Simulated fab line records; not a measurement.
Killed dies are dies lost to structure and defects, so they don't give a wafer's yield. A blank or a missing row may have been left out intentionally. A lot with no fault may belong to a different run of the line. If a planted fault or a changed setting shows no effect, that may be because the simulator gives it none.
One fault through the eyes of 2 desks + flow berkeleyCmos170 + every desk sees just its own numbers, and what lay behind them comes last

THE METROLOGY DESK
Means of the sampled wafers that have a number, per lot and without regard to the tool the lot ran on: this is what the gauges read. If a lot's mean is further than 4 standard deviations from the usual mean, the lot is out of limits and carries the mark OUT (the distance appears in the brackets).
Columns: A = FIELD_OXIDE_LEFT_2_THK at UCB170_FIELD_THK_MEAS_91, usual 352 nm; B = cdNm at UCB170_NSD_CD_MEAS_06, usual 1199.8 nm
| lot  | first seen here | A   | B      |
|------|-----------------|-----|--------|
| L488 | day 5 11:24     | 345 | 1200.7 |
| L489 | day 6 03:19     | 352 | 1202.0 |
| L490 | day 6 06:58     | 340 | 1199.1 |
| L491 | day 6 09:59     | 346 | 1199.4 |
| L492 | day 6 10:16     | 338 | 1200.2 |
| L495 | day 7 08:51     | 353 | 1202.1 |
| L496 | day 7 08:52     | 355 | 1200.4 |
| L499 | day 8 19:12     | 349 | 1198.5 |
| L500 | day 8 19:16     | 347 | 1201.3 |
| L506 | day 10 00:46    | 367 | 1199.0 |
| L505 | day 10 00:47    | 359 | 1198.3 |
| L504 | day 10 00:50    | 360 | 1199.1 |
| L509 | day 10 11:07    | 373 | 1199.4 |
| L508 | day 10 11:40    | 346 | 1199.7 |
This desk's verdict: no lot among the 14 shows anything out of limits.

AT THE TOOL OWNER'S DESK: rieDiel-02
The tool's own readings at UCB170_M3_ETCH_17 (etches BARC in N2/H2): means of the sampled wafers that have a number, for each lot that ran on this tool. If a lot's mean is further than 4 standard deviations from the usual mean, the lot is out of limits and carries the mark OUT (the distance appears in the brackets).
Columns: A = drypumpMotorCurrentA at UCB170_M3_ETCH_17, usual 5.7 A; B = oesProductAu at UCB170_M3_ETCH_17, usual 1.00 a.u.; C = throttleValvePct at UCB170_M3_ETCH_17, usual 13.39 %
| lot  | first seen here | A   | B               | C     |
|------|-----------------|-----|-----------------|-------|
| L488 | day 7 17:05     | 5.6 | 0.98            | 13.32 |
| L490 | day 8 21:26     | 5.7 | 1.00            | 13.27 |
| L500 | day 11 05:11    | 5.6 | 1.24 (+6.7) OUT | 13.34 |
| L499 | day 11 08:28    | 5.6 | 1.24 (+6.6) OUT | 13.34 |
This desk's finding: out of limits on L499, L500; first on L500, day 11 05:11 (oesProductAu at UCB170_M3_ETCH_17). L488, L490 stayed within limits.

PUT TOGETHER
On L499, L500, at day 11 05:11, an alarm was possible from the tool owner's desk.
Nothing out of limits was seen by the metrology desk.
The metrology desk holds a record of L499, L500, inside its limits.
Of the lots named, all ran UCB170_M3_ETCH_17 on rieDiel-02.

WHAT WAS PUT IN BY THE SIMULATOR
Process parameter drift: rieDiel-02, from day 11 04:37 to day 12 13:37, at UCB170_M3_ETCH_17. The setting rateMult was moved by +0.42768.
Lots struck among those shown: L499, L500.
How many hours passed from the start of the fault until each desk's first out-of-limits reading: the tool owner's desk, 1.
